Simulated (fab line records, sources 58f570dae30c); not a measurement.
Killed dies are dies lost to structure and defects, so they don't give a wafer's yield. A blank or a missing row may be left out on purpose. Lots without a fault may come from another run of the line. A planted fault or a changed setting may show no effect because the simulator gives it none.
A struck lot beside a sound one | flow berkeley_cmos170 | 14 steps out of a route of 331
Sound: wafers L631.2, L631.4, L631.5. Struck: wafers L636.4, L636.5, L636.6. The cause comes at the end.
At each step with rows: each side's tool, then ch and its chambers, then its first start. Under that, the readings that differ: sound wafers | struck wafers | difference of the means | sigmas: that difference in standard deviations of wafers without a fault.
alike: readings whose means differ by less than 2 such deviations, and words and numbers that are the same on both sides. not compared: withheld readings, readings that some wafer has no value for, bounds like >300 that may hide the same value, and numbers for which the record gives no deviation and whose values overlap.
The two part at a step that has a row with sigmas, a row that says differs or no value, or rows on one side only. Numbers that don't overlap but have no deviation are shown without sigmas and don't part them. A reading that every wafer of one side lacks parts them only if that side has two wafers or more.

first, 1 step without rows for these wafers: UCB170_ACTIVE_DEVELOP_12 (develop time 45 s).
UCB170_ACTIVE_CD_MEAS_13: target cd 1200 nm.
  sound on cd_sem-01, day 7 00:55; struck on cd_sem-01, day 8 06:57
  alike: cd_nm
UCB170_ACTIVE_OVL_MEAS_14:
  sound on overlay-01, day 7 01:02; struck on overlay-01, day 8 07:02
  alike: ACTIVE_OVL
UCB170_ACTIVE_ETCH_15: etches Si3N4 in CH3F/Ar/O2, stops on SiO2, target depth 242 nm, time 151 s.
  sound on rie_diel-03 ch 1,2, day 7 01:04; struck on rie_diel-01 ch 2,3, day 8 07:03
  reading                     | sound       | struck      | difference | sigmas
  drypump_motor_current_A (A) | 5.4 5.4 5.5 | 6.4 5.9 6.4 | +0.8       | +2
  alike: mfc_ar_sccm, oes_product_au, throttle_valve_pct
  not compared: rf_hours_counter_h
UCB170_ACTIVE_STRIP_16: strips in O2.
  sound on plasma_asher-01 ch 0,1, day 7 01:10; struck on plasma_asher-01 ch 0,1, day 8 07:11
  alike: drypump_motor_current_A, oes_product_au, strip_time_to_endpoint_s
  not compared: rf_hours_counter_h
UCB170_ACTIVE_CD_MEAS_90: target cd 1200 nm.
  sound on cd_sem-01, day 7 01:17; struck on cd_sem-02, day 8 07:19
  alike: cd_nm
then, 6 steps without rows for these wafers: UCB170_ACTIVE_CLEAN_17 (cleans in SPM, time 600 s); UCB170_PFIELD_HMDS_00 (prime time 60 s); UCB170_PFIELD_COAT_01 (resist thk 900 nm); UCB170_PFIELD_SOFTBAKE_02 (time 60 s); UCB170_PFIELD_EXPOSE_03 (exposes mask PFIELD, target cd 1500 nm); UCB170_PFIELD_PEB_04.
UCB170_PFIELD_DEVELOP_05: develop time 45 s.
  sound on litho_track-02 ch 0, day 7 02:00; struck on litho_track-02, day 8 11:00
  no value came back on the struck wafers for chill_plate_temp_C (C), develop_time_s (s); on the sound wafers chill_plate_temp_C (C) reads 22.95 23.05 22.99
  reading                                 | sound             | struck            | difference | sigmas
  model.KrF_of_PFIELD_COAT_01.thk_nm (nm) | 887.2 885.8 886.8 | 901.3 900.2 897.2 | +13.0      |
UCB170_PFIELD_OVL_MEAS_06:
  sound on overlay-01, day 7 02:58; struck on overlay-02, day 8 11:09
  reading         | sound   | struck | difference                    | sigmas
  PFIELD_OVL (nm) | -5 1 -3 | - - -  | no value on the struck wafers |

WHERE THEY PART
First at UCB170_ACTIVE_ETCH_15; last, within this record, at UCB170_PFIELD_OVL_MEAS_06.

WHY: what the simulator had put in
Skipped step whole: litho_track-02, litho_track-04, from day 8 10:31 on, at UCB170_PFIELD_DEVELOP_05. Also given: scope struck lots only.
